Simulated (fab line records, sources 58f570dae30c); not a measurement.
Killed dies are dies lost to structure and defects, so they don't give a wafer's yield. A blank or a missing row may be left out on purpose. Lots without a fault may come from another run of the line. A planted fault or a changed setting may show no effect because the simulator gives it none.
Which tool did it? | flow berkeley_cmos170 | 14 lots, 42 wafers sampled, at 3 steps of a route of 331

WHAT THE GAUGES READ, wafer by wafer
UCB170_M2_RS_MEAS_02: measures by four-point-probe.
lot  | measured     | on            | M2_AL_RS (ohm/sq)
L558 | day 7 00:29  | film_metro-04 | 0.0317 0.0320 0.0320
L560 | day 7 13:13  | film_metro-02 | 0.0316 0.0319 0.0313
L561 | day 8 02:07  | film_metro-03 | 0.0322 0.0318 0.0323
L562 | day 8 12:06  | film_metro-03 | 0.0315 0.0318 0.0314
L564 | day 8 12:14  | film_metro-04 | 0.0323 0.0322 0.0324
L565 | day 9 06:26  | film_metro-03 | 0.0321 0.0321 0.0321
L566 | day 9 12:54  | film_metro-04 | 0.0321 0.0325 0.0323
L570 | day 9 22:23  | film_metro-04 | 0.0320 0.0316 0.0315
L567 | day 9 23:01  | film_metro-03 | 0.0327 0.0324 0.0328
L569 | day 10 04:12 | film_metro-03 | 0.0324 0.0325 0.0327
L572 | day 10 11:19 | film_metro-03 | 0.0322 0.0318 0.0317
L575 | day 11 01:53 | film_metro-03 | 0.0364 0.0363 0.0359
L578 | day 11 14:44 | film_metro-03 | 0.0353 0.0354 0.0354
L581 | day 12 06:04 | film_metro-03 | 0.0319 0.0318 0.0316

UCB170_M2_THK_MEAS_03: measures by xrf.
lot  | measured     | on            | M2_AL_THK (nm)
L558 | day 7 00:37  | film_metro-04 | 915 912 898
L560 | day 7 13:20  | film_metro-02 | 927 918 932
L561 | day 8 02:14  | film_metro-03 | 901 912 899
L562 | day 8 12:13  | film_metro-03 | 922 912 923
L564 | day 8 12:21  | film_metro-04 | 893 890 889
L565 | day 9 06:34  | film_metro-03 | 899 903 896
L566 | day 9 13:01  | film_metro-04 | 903 883 900
L570 | day 9 22:30  | film_metro-04 | 908 916 919
L567 | day 9 23:08  | film_metro-03 | 884 894 883
L569 | day 10 04:19 | film_metro-03 | 897 887 881
L572 | day 10 11:25 | film_metro-03 | 897 908 909
L575 | day 11 02:00 | film_metro-03 | 799 800 806
L578 | day 11 14:51 | film_metro-03 | 822 821 818
L581 | day 12 06:10 | film_metro-03 | 907 904 916

WHICH TOOL RAN EACH LOT (tool, then ch and the chambers of the sampled wafers, then the start)
lot  | UCB170_M2_SPUTTER_01
L558 | pvd_sputter-04, day 7 00:25
L560 | pvd_sputter-04, day 7 13:08
L561 | pvd_sputter-04, day 8 02:02
L562 | pvd_sputter-01, day 8 12:01
L564 | pvd_sputter-04, day 8 12:08
L565 | pvd_sputter-02, day 9 06:21
L566 | pvd_sputter-02, day 9 12:49
L570 | pvd_sputter-04, day 9 22:17
L567 | pvd_sputter-02, day 9 22:56
L569 | pvd_sputter-01, day 10 04:07
L572 | pvd_sputter-02, day 10 11:11
L575 | pvd_sputter-04, day 11 01:48
L578 | pvd_sputter-04, day 11 14:38
L581 | pvd_sputter-02, day 12 05:56
- UCB170_M2_SPUTTER_01: material Al, target thk 900 nm, time 120 s.

WHAT THE TOOLS THEMSELVES READ (means of the sampled wafers that have a number; where no wafer has one, the mark that the record gives instead)
UCB170_M2_SPUTTER_01.
lot  | tool           | throttle_valve_pct (%)
L558 | pvd_sputter-04 | 29.8
L560 | pvd_sputter-04 | 30.2
L561 | pvd_sputter-04 | 30.0
L562 | pvd_sputter-01 | 29.0
L564 | pvd_sputter-04 | 30.1
L565 | pvd_sputter-02 | 29.7
L566 | pvd_sputter-02 | 30.4
L570 | pvd_sputter-04 | 29.8
L567 | pvd_sputter-02 | 29.8
L569 | pvd_sputter-01 | 29.2
L572 | pvd_sputter-02 | 29.8
L575 | pvd_sputter-04 | 29.7
L578 | pvd_sputter-04 | 29.4
L581 | pvd_sputter-02 | 30.5

THE ANSWER, worked out from the rows above alone
Rule: what is usual is taken from the lots themselves. Put in order of their means at a reading, lots are off if they are a third of the lots or fewer, leave a main group of 4 or more, and stand apart from it by a gap of 3 or more times the standard deviation of the main group's means; of several such gaps the widest counts. A main group whose means are all the same, to the digits that the tables above print for the reading, isn't used. A lot without any number at a reading at which 4 lots or more have one is off too. The other lots that the step has rows for count as sound. The gauges are gone through in route order, then the tools' own readings, and for those a lot's mean is taken as printed above. The first step at which some lot is off is used, and at that step the reading that is off furthest; a lot without a number counts as furthest.
Off: L575, L578, at UCB170_M2_RS_MEAS_02 (M2_AL_RS). The main group: mean 0.0320 ohm/sq, standard deviation 0.00034.
A tool fits if, at a process step before that reading, it ran every lot that is off, and no sound lot after the first of them. The gauges at UCB170_M2_RS_MEAS_02 are tried like those tools. One fits: pvd_sputter-04 at UCB170_M2_SPUTTER_01. Its last sound lot is L570 (day 9 22:17), its first lot that is off L575 (day 11 01:48): a fault that began between those two fits.

WHAT THE SIMULATOR HAD PUT IN
Process parameter drift: pvd_sputter-04, from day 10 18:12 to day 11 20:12, at UCB170_M2_SPUTTER_01. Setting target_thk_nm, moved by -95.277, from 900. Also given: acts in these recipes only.
Lots struck among those shown: L575, L578. The rule above found the same.
